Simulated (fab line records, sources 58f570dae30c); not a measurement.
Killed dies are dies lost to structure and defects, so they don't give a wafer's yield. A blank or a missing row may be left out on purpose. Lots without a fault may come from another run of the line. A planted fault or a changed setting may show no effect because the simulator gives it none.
Which tool did it? | flow berkeley_cmos170 | 7 lots, 21 wafers sampled, at 2 steps of a route of 331

WHAT THE GAUGES READ, wafer by wafer
UCB170_PVT_TW_MEAS_09.
lot  | measured     | on            | PVT_TW
L255 | day 5 21:51  | film_metro-04 | 507 508 507
L260 | day 7 13:35  | film_metro-01 | 515 515 516
L263 | day 7 20:10  | film_metro-04 | 505 506 505
L265 | day 8 07:46  | film_metro-01 | 516 518 517
L267 | day 8 16:40  | film_metro-04 | 506 507 504
L270 | day 9 01:29  | film_metro-04 | 31 31 31
L273 | day 10 01:29 | film_metro-04 | 31 31 30

WHICH TOOL RAN EACH LOT (tool, then ch and the chambers of the sampled wafers, then the start)
lot  | UCB170_PVT_DEVELOP_05
L255 | litho_track-03 ch 0, day 5 21:00
L260 | litho_track-01 ch 0, day 7 13:00
L263 | litho_track-03 ch 0, day 7 19:00
L265 | litho_track-01 ch 0, day 8 07:00
L267 | litho_track-01 ch 0, day 8 16:00
L270 | litho_track-01 ch 0, day 9 01:00
L273 | litho_track-01 ch 0, day 10 01:00
- UCB170_PVT_DEVELOP_05: develop time 45 s.

THE ANSWER, worked out from the rows above alone
Rule: what is usual is taken from the lots themselves. Put in order of their means at a reading, lots are off if they are a third of the lots or fewer, leave a main group of 4 or more, and stand apart from it by a gap of 3 or more times the standard deviation of the main group's means; of several such gaps the widest counts. A main group whose means are all the same, to the digits that the tables above print for the reading, isn't used. A lot without any number at a reading at which 4 lots or more have one is off too. The other lots that the step has rows for count as sound.
Off: L270, L273, at UCB170_PVT_TW_MEAS_09 (PVT_TW). The main group: mean 510, standard deviation 5.
A tool fits if, at a process step before that reading, it ran every lot that is off, and no sound lot after the first of them. The gauges at UCB170_PVT_TW_MEAS_09 are tried like those tools. Can't be told from this: 2 tools fit, litho_track-01 at UCB170_PVT_DEVELOP_05, film_metro-04 at UCB170_PVT_TW_MEAS_09.

WHAT THE SIMULATOR HAD PUT IN
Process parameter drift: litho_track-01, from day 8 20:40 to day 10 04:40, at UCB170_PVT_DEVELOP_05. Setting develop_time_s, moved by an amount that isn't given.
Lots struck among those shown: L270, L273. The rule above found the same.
